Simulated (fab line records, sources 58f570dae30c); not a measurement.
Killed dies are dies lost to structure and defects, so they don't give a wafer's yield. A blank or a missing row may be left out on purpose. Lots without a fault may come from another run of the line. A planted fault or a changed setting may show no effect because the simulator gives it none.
Problem report in the 8D (eight disciplines) form, filled by code | flow berkeley_cmos170 | the parts of the form that need people (team, actions taken, sign-off) are left out

1. THE PROBLEM
oes_product_au at UCB170_NVT_STRIP_08 reads a mean of 0.860 a.u. on 6 wafers of 2 lots; wafers without a fault read 0.735 a.u. with a standard deviation of 0.0044. That is +28 standard deviations from the usual mean.
The step: strips in O2.
First seen on wafer L829.2, day 10 13:25, on plasma_asher-03. The record holds 42 wafers of 14 lots with a number at this step. Rule for "out", or "out of limits": more than 4 standard deviations from the usual mean. The other wafers with a number count as sound.

2. WHAT IT IS AND WHAT IT IS NOT
question                    | is                     | is not
which readings at this step | oes_product_au         | drypump_motor_current_A, strip_time_to_endpoint_s
which lots                  | L829, L832             | L812, L813, L815, L817, L818, L820, L821, L823, L824, L825, L833, L834
which wafers of those lots  | all that have a number | -
read on which tools         | plasma_asher-03        | plasma_asher-01, plasma_asher-02
when                        | from day 10 13:25      | up to then (30 sound wafers); but 6 sound wafers of L833, L834 came after

3. SUSPECTS, AND WHAT RULES EACH OUT
Counting: a tool at a process step up to the reading stays a suspect if it ran every lot that is out and no sound lot after the first of them.
- plasma_asher-03 at UCB170_NVT_STRIP_08 (strips in O2): kept. It ran every lot that is out, first L829 (day 10 13:25), and no sound lot after that; its last sound lot up to then is L824 (day 9 09:57). Its own readings are out on those wafers: oes_product_au.
Left after counting: plasma_asher-03 at UCB170_NVT_STRIP_08.

4. THE CAUSE (what the simulator had put in)
Process parameter drift: plasma_asher-03, from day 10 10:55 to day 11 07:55, at UCB170_NVT_STRIP_08. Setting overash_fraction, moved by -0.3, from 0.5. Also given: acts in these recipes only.
Counting left only this tool.

5. THE CHAIN OF EFFECTS, in route order
Each row: a reading whose mean over the struck wafers that have a number lies more than 3 standard deviations from the usual. Only readings for which the record gives a usual standard deviation are gone through. hours: the time from each lot's start at the first step in this table that gives one to its start at this step, as a median over the lots. sigmas: the change in usual standard deviations.
hours | step                | reading        | usual      | on struck wafers | change | sigmas
0     | UCB170_NVT_STRIP_08 | oes_product_au | 0.735 a.u. | 0.860            | +0.125 | +28
The process steps in it:
- UCB170_NVT_STRIP_08: strips in O2.
Later measuring or inspecting steps at which every struck wafer that the step has a row for has a number for every such reading, and none has moved that far: UCB170_M1_RS_MEAS_01.

6. WHAT WOULD HAVE CAUGHT IT SOONER
In this record the first reading out of limits was taken at day 10 13:25, 2 hours after the fault began at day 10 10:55.
